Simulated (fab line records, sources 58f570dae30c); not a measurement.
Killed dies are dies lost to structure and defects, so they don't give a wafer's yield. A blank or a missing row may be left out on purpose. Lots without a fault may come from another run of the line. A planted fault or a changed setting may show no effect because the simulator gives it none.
A struck lot beside a sound one | flow berkeley_cmos170 | 25 steps out of a route of 331
Sound: wafers L429.4, L429.5, L429.6. Struck: wafers L435.2, L435.4, L435.6. The cause comes at the end.
At each step with rows: each side's tool, then ch and its chambers, then its first start. Under that, the readings that differ: sound wafers | struck wafers | difference of the means | sigmas: that difference in standard deviations of wafers without a fault.
alike: readings whose means differ by less than 2 such deviations, and words and numbers that are the same on both sides. not compared: withheld readings, readings that some wafer has no value for, bounds like >300 that may hide the same value, and numbers for which the record gives no deviation and whose values overlap.
The two part at a step that has a row with sigmas, a row that says differs or no value, or rows on one side only. Numbers that don't overlap but have no deviation are shown without sigmas and don't part them. A reading that every wafer of one side lacks parts them only if that side has two wafers or more.

first, 4 steps without rows for these wafers: UCB170_PWELL_WET_ETCH_19 (etches Si3N4 in H3PO4, time 14400 s); UCB170_PWELL_WET_ETCH_20 (etches SiO2 in BOE, time 22 s); UCB170_WELLDRIVE_CLEAN_00 (cleans in SPM, time 600 s); UCB170_WELLDRIVE_OXIDATION_01 (target thk 199 nm, ox time 9000 s).
UCB170_WELLDRIVE_THK_MEAS_02:
  sound on film_metro-02, day 3 20:06; struck on film_metro-01, day 5 12:23
  alike: WELLDRIVE_OXIDE_THK
then, 5 steps without rows for these wafers: UCB170_WELLDRIVE_ANNEAL_03 (time 900 s); UCB170_WELLDRIVE_WET_ETCH_04 (etches SiO2 in BOE, time 120 s); UCB170_ACTIVE_CLEAN_00 (cleans in SPM, time 600 s); UCB170_ACTIVE_CLEAN_01 (cleans in dHF, time 60 s); UCB170_ACTIVE_OXIDATION_02 (target thk 26.4 nm, ox time 1260 s).
UCB170_ACTIVE_THK_MEAS_03:
  sound on film_metro-01, day 4 06:12; struck on film_metro-04, day 5 19:47
  alike: ACTIVE_OXIDE_THK
then, 1 step without rows for these wafers: UCB170_ACTIVE_ANNEAL_04 (time 900 s).
UCB170_ACTIVE_CVD_05: deposits Si3N4 from SiH2Cl2/NH3, target thk 220 nm, time 3300 s.
  sound on lpcvd-02 ch 0, day 4 10:42; struck on lpcvd-02 ch 0, day 6 04:10
UCB170_ACTIVE_THK_MEAS_06:
  sound on film_metro-01, day 4 12:39; struck on film_metro-03, day 6 06:05
  reading                 | sound             | struck            | difference | sigmas
  ACTIVE_NITRIDE_THK (nm) | 218.4 219.8 218.2 | 438.1 438.3 436.6 | +218.9     | +99 or more
then, 6 steps without rows for these wafers: UCB170_ACTIVE_HMDS_07 (prime time 60 s); UCB170_ACTIVE_COAT_08 (resist thk 900 nm); UCB170_ACTIVE_SOFTBAKE_09 (time 60 s); UCB170_ACTIVE_EXPOSE_10 (exposes mask ACTIVE, target cd 1200 nm); UCB170_ACTIVE_PEB_11; UCB170_ACTIVE_DEVELOP_12 (develop time 45 s).
UCB170_ACTIVE_CD_MEAS_13: target cd 1200 nm.
  sound on cd_sem-01, day 4 13:59; struck on cd_sem-02, day 6 07:22
  alike: cd_nm
UCB170_ACTIVE_OVL_MEAS_14:
  sound on overlay-02, day 4 14:04; struck on overlay-01, day 6 07:28
  alike: ACTIVE_OVL
UCB170_ACTIVE_ETCH_15: etches Si3N4 in CH3F/Ar/O2, stops on SiO2, target depth 242 nm, time 151 s.
  sound on rie_diel-03 ch 1,2, day 4 14:05; struck on rie_diel-01 ch 1,2,3, day 6 07:29
  reading                  | sound             | struck            | difference | sigmas
  oes_product_au (a.u.)    | 0.929 0.932 0.932 | 0.977 0.989 0.979 | +0.051     | +4
  model.etch.depth_nm (nm) | 218.4 219.8 218.1 | 237.4 238.2 243.1 | +20.8      |
  alike: drypump_motor_current_A, throttle_valve_pct
  not compared: rf_hours_counter_h
UCB170_ACTIVE_STRIP_16: strips in O2.
  sound on plasma_asher-03 ch 0,1, day 4 14:13; struck on plasma_asher-02 ch 0,1, day 6 07:35
  alike: drypump_motor_current_A, oes_product_au, strip_time_to_endpoint_s
  not compared: rf_hours_counter_h
-- the record jumps here: 4 days lie between the struck wafers' starts before and after (it left off in module ACTIVE and takes up again in module M3, whose first step shown is number 331 of the route) --
UCB170_M3_PROBE_99:
  the record has rows for the struck wafers here (prober-02, day 10 09:52) and none for the sound ones

WHERE THEY PART
First at UCB170_ACTIVE_THK_MEAS_06; last, within this record, at UCB170_M3_PROBE_99.

WHY: what the simulator had put in
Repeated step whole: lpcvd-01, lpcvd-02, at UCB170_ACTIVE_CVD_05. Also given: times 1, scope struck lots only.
